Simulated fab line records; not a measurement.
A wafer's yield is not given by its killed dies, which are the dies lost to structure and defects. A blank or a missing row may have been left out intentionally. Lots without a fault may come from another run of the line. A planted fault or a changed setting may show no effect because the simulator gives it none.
Which of the tools did it? | flow ritCmos | 6 lots with 18 wafers sampled at 3 steps, on a route of 202 steps

WHAT EACH GAUGE READ, for each wafer
RIT_CONTACT_OVL_MEAS_09.
lot  | measured    | on         | CONTACT_OVL (nm)
L962 | day 3 10:43 | overlay-02 | -1.8 -2.0 -1.5
L964 | day 4 00:07 | overlay-02 | -0.5 -1.2 -0.6
L966 | day 4 07:35 | overlay-01 | -0.6 1.0 1.6
L972 | day 5 17:33 | overlay-02 | 0.6 1.8 1.9
L977 | day 6 14:22 | overlay-02 | 0.2 0.0 0.0
L983 | day 8 00:14 | overlay-02 | 1.3 1.7 0.9

TOOL THAT RAN EACH LOT (tool first, then ch and the chambers of the sampled wafers, then the start)
lot  | RIT_ACTIVE_CLEAN_17           | RIT_NSD_STRIP_09
L962 | wetBench-03 ch 0, day 1 21:21 | plasmaAsher-03 ch 0,1, day 3 06:09
L964 | wetBench-02 ch 0, day 2 07:22 | plasmaAsher-03 ch 0,1, day 3 19:42
L966 | wetBench-04 ch 2, day 2 16:47 | plasmaAsher-02 ch 0,1, day 4 03:07
L972 | wetBench-02 ch 1, day 3 23:23 | plasmaAsher-02 ch 0,1, day 5 08:35
L977 | wetBench-04 ch 2, day 5 00:05 | plasmaAsher-02 ch 0,1, day 6 09:57
L983 | wetBench-02 ch 2, day 6 05:31 | plasmaAsher-03 ch 0,1, day 7 19:56
- RIT_ACTIVE_CLEAN_17: cleans in SC2, time 600 s.
- RIT_NSD_STRIP_09: strips in O2, time 180 s.

THE ANSWER, worked out from the rows above alone
Rule: the usual values come from the lots themselves. Put in order of their means at a reading, lots are off if they are a third of the lots or fewer, leave a main group of 4 or more, and stand apart from it by a gap of 3 or more times the standard deviation of the main group's means; of several such gaps the widest counts. If all means in a main group match to the digits the tables above print for the reading, that group is not used. Also off: a lot with no number at a reading for which 4 or more lots have one. The other lots that the step has rows for count as sound.
No lot is off at any reading shown: from this, nothing can be told.

WHAT THE SIMULATOR HAD INSERTED
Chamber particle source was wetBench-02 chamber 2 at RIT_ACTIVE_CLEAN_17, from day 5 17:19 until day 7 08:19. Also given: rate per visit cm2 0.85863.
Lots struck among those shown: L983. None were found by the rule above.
